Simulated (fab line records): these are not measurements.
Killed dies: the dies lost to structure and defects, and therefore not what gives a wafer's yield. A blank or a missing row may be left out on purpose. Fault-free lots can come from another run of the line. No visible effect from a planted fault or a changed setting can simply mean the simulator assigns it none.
Split-lot experiment || flow rit-cmos || 23 wafers read from 5 lots, route of 202 steps

== ABOUT THE SPLIT ==
At RIT_GATE_COAT_11 (resist thk 850 nm), the setting spin-rpm was moved away from the recipe's 4250 rpm on 7 of the 23 wafers read, by -4.9% to +5.7%. All remaining wafers had this setting at the recipe value.

== FROM THE SPLIT TO THE READING: what the file shows between them, 2 steps ==
- RIT_GATE_SOFTBAKE_12: time 60 s
- RIT_GATE_EXPOSE_13: exposes mask M6, target cd 150 nm

== THE READING ==
NOVOLAK_of_GATE_COAT_11.thk-nm (the simulator's own value, which no gauge read), in nm, at RIT_GATE_HARDBAKE_18 (time 60 s). There is no usual value for it anywhere in the file. Across the 16 wafers here that went through the recipe, the average is 751.6 nm and the standard deviation 1.3 nm.

{"wafer": "L074.2", "tool, chamber at the split": "litho-track-04, 0", "spin-rpm as run, rpm": 4250, "against the recipe": "recipe", "NOVOLAK_of_GATE_COAT_11.thk-nm, nm": 752.8, "against lot-mates on the recipe": "-"}
{"wafer": "L074.4", "tool, chamber at the split": "litho-track-04, 0", "spin-rpm as run, rpm": 4250, "against the recipe": "recipe", "NOVOLAK_of_GATE_COAT_11.thk-nm, nm": 753.7, "against lot-mates on the recipe": "-"}
{"wafer": "L074.5", "tool, chamber at the split": "litho-track-04, 0", "spin-rpm as run, rpm": 4250, "against the recipe": "recipe", "NOVOLAK_of_GATE_COAT_11.thk-nm, nm": 753.9, "against lot-mates on the recipe": "-"}
{"wafer": "L077.1", "tool, chamber at the split": "litho-track-04, 0", "spin-rpm as run, rpm": 4250, "against the recipe": "recipe", "NOVOLAK_of_GATE_COAT_11.thk-nm, nm": 751.7, "against lot-mates on the recipe": "-"}
{"wafer": "L077.2", "tool, chamber at the split": "litho-track-04, 0", "spin-rpm as run, rpm": 4492, "against the recipe": "+5.7%", "NOVOLAK_of_GATE_COAT_11.thk-nm, nm": 733.7, "against lot-mates on the recipe": -18.3}
{"wafer": "L077.3", "tool, chamber at the split": "litho-track-04, 0", "spin-rpm as run, rpm": 4250, "against the recipe": "recipe", "NOVOLAK_of_GATE_COAT_11.thk-nm, nm": 753, "against lot-mates on the recipe": "-"}
{"wafer": "L077.4", "tool, chamber at the split": "litho-track-04, 0", "spin-rpm as run, rpm": 4492, "against the recipe": "+5.7%", "NOVOLAK_of_GATE_COAT_11.thk-nm, nm": 730.9, "against lot-mates on the recipe": -21.1}
{"wafer": "L077.6", "tool, chamber at the split": "litho-track-04, 0", "spin-rpm as run, rpm": 4250, "against the recipe": "recipe", "NOVOLAK_of_GATE_COAT_11.thk-nm, nm": 751.4, "against lot-mates on the recipe": "-"}
{"wafer": "L079.1", "tool, chamber at the split": "litho-track-03, 0", "spin-rpm as run, rpm": 4250, "against the recipe": "recipe", "NOVOLAK_of_GATE_COAT_11.thk-nm, nm": 750.9, "against lot-mates on the recipe": "-"}
{"wafer": "L079.2", "tool, chamber at the split": "litho-track-03, 0", "spin-rpm as run, rpm": 4250, "against the recipe": "recipe", "NOVOLAK_of_GATE_COAT_11.thk-nm, nm": 750.2, "against lot-mates on the recipe": "-"}
{"wafer": "L079.4", "tool, chamber at the split": "litho-track-03, 0", "spin-rpm as run, rpm": 4250, "against the recipe": "recipe", "NOVOLAK_of_GATE_COAT_11.thk-nm, nm": 752.2, "against lot-mates on the recipe": "-"}
{"wafer": "L079.5", "tool, chamber at the split": "litho-track-03, 0", "spin-rpm as run, rpm": 4040, "against the recipe": "-4.9%", "NOVOLAK_of_GATE_COAT_11.thk-nm, nm": 768.8, "against lot-mates on the recipe": "+17.7"}
{"wafer": "L079.6", "tool, chamber at the split": "litho-track-03, 0", "spin-rpm as run, rpm": 4040, "against the recipe": "-4.9%", "NOVOLAK_of_GATE_COAT_11.thk-nm, nm": 770.9, "against lot-mates on the recipe": "+19.8"}
{"wafer": "L081.1", "tool, chamber at the split": "litho-track-04, 0", "spin-rpm as run, rpm": 4250, "against the recipe": "recipe", "NOVOLAK_of_GATE_COAT_11.thk-nm, nm": 749.5, "against lot-mates on the recipe": "-"}
{"wafer": "L081.3", "tool, chamber at the split": "litho-track-04, 0", "spin-rpm as run, rpm": 4493, "against the recipe": "+5.7%", "NOVOLAK_of_GATE_COAT_11.thk-nm, nm": 732.8, "against lot-mates on the recipe": -17.2}
{"wafer": "L081.4", "tool, chamber at the split": "litho-track-04, 0", "spin-rpm as run, rpm": 4493, "against the recipe": "+5.7%", "NOVOLAK_of_GATE_COAT_11.thk-nm, nm": 730.2, "against lot-mates on the recipe": -19.8}
{"wafer": "L081.5", "tool, chamber at the split": "litho-track-04, 0", "spin-rpm as run, rpm": 4250, "against the recipe": "recipe", "NOVOLAK_of_GATE_COAT_11.thk-nm, nm": 750.5, "against lot-mates on the recipe": "-"}
{"wafer": "L081.6", "tool, chamber at the split": "litho-track-04, 0", "spin-rpm as run, rpm": 4493, "against the recipe": "+5.7%", "NOVOLAK_of_GATE_COAT_11.thk-nm, nm": 730.5, "against lot-mates on the recipe": -19.5}
{"wafer": "L083.1", "tool, chamber at the split": "litho-track-02, 0", "spin-rpm as run, rpm": 4250, "against the recipe": "recipe", "NOVOLAK_of_GATE_COAT_11.thk-nm, nm": 751.9, "against lot-mates on the recipe": "-"}
{"wafer": "L083.2", "tool, chamber at the split": "litho-track-02, 0", "spin-rpm as run, rpm": 4250, "against the recipe": "recipe", "NOVOLAK_of_GATE_COAT_11.thk-nm, nm": 750, "against lot-mates on the recipe": "-"}
{"wafer": "L083.6", "tool, chamber at the split": "litho-track-02, 0", "spin-rpm as run, rpm": 4250, "against the recipe": "recipe", "NOVOLAK_of_GATE_COAT_11.thk-nm, nm": 750, "against lot-mates on the recipe": "-"}
{"wafer": "L083.4", "tool, chamber at the split": "litho-track-02, 0", "spin-rpm as run, rpm": 4250, "against the recipe": "recipe", "NOVOLAK_of_GATE_COAT_11.thk-nm, nm": 751.6, "against lot-mates on the recipe": "-"}
{"wafer": "L083.5", "tool, chamber at the split": "litho-track-02, 0", "spin-rpm as run, rpm": 4250, "against the recipe": "recipe", "NOVOLAK_of_GATE_COAT_11.thk-nm, nm": 753, "against lot-mates on the recipe": "-"}

FIT RESULTS
A straight line over all 23 wafers: NOVOLAK_of_GATE_COAT_11.thk-nm changes by -3.56 nm for each +1% of spin-rpm; r = -0.99; the points scatter about the line by 1.4 nm.
The same after taking each lot's own level away (the mean of its wafers on the recipe; 23 wafers): -3.49 nm for each +1%; r = -0.99; scatter 1.2 nm.
According to that fit, moving spin-rpm by its largest amount changes the reading by 20 nm.
Measured against the standard deviation above, the lots' own levels, which go from 750.00 to 753.47 nm, span 2.6 times it.
The two slopes agree, so the slope changes little with the lot-to-lot level.
Check: for one of the wafers moved furthest among these (+5.7%), held out of the fit, the line's prediction against its lot-mates is -20.1 nm. It came out at -17.2 nm against them.

== FURTHER SPLITS ON THESE WAFERS ==
Before the reading, these wafers also passed through other splits. Each is held against what the fit with the lots' levels taken away leaves over:
{"other split on the same wafers": "RIT_ACTIVE_OXIDATION_01 temp-c", "wafers away from the commonest value": 15, "r with NOVOLAK_of_GATE_COAT_11.thk-nm (lot level and that fit taken away)": -0.10}
{"other split on the same wafers": "RIT_ACTIVE_HARDBAKE_12 temp-c", "wafers away from the commonest value": 5, "r with NOVOLAK_of_GATE_COAT_11.thk-nm (lot level and that fit taken away)": -0.03}
{"other split on the same wafers": "RIT_NWELL_IMPLANT_08 dose-cm2", "wafers away from the commonest value": 8, "r with NOVOLAK_of_GATE_COAT_11.thk-nm (lot level and that fit taken away)": "+0.36"}
{"other split on the same wafers": "RIT_PWELL_IMPLANT_08 energy-kev", "wafers away from the commonest value": 8, "r with NOVOLAK_of_GATE_COAT_11.thk-nm (lot level and that fit taken away)": -0.14}
{"other split on the same wafers": "RIT_PRETRO_IMPLANT_08 dose-cm2", "wafers away from the commonest value": 11, "r with NOVOLAK_of_GATE_COAT_11.thk-nm (lot level and that fit taken away)": "+0.00"}
{"other split on the same wafers": "RIT_GATE_CVD_08 time-s", "wafers away from the commonest value": 15, "r with NOVOLAK_of_GATE_COAT_11.thk-nm (lot level and that fit taken away)": -0.24}

== THE WHOLE CHAIN: every reading that the file lists as answering this split, in the file's order ==
{"step": "RIT_GATE_COAT_11", "what it does": "resist thk 850 nm", "reading": "NOVOLAK_of_GATE_COAT_11.thk-nm (the simulator's own value, which no gauge read)", "change (the file's fit)": "-4 nm for each +1% of the setting", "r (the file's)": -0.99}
{"step": "RIT_GATE_HARDBAKE_18", "what it does": "time 60 s", "reading": "NOVOLAK_of_GATE_COAT_11.thk-nm (the simulator's own value, which no gauge read)", "change (the file's fit)": "-3.5 nm for each +1% of the setting", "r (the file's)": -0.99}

== THE FILE'S OWN FIT ==
NOVOLAK_of_GATE_COAT_11.thk-nm changes by -3.5 nm for each +1% of spin-rpm, r = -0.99.
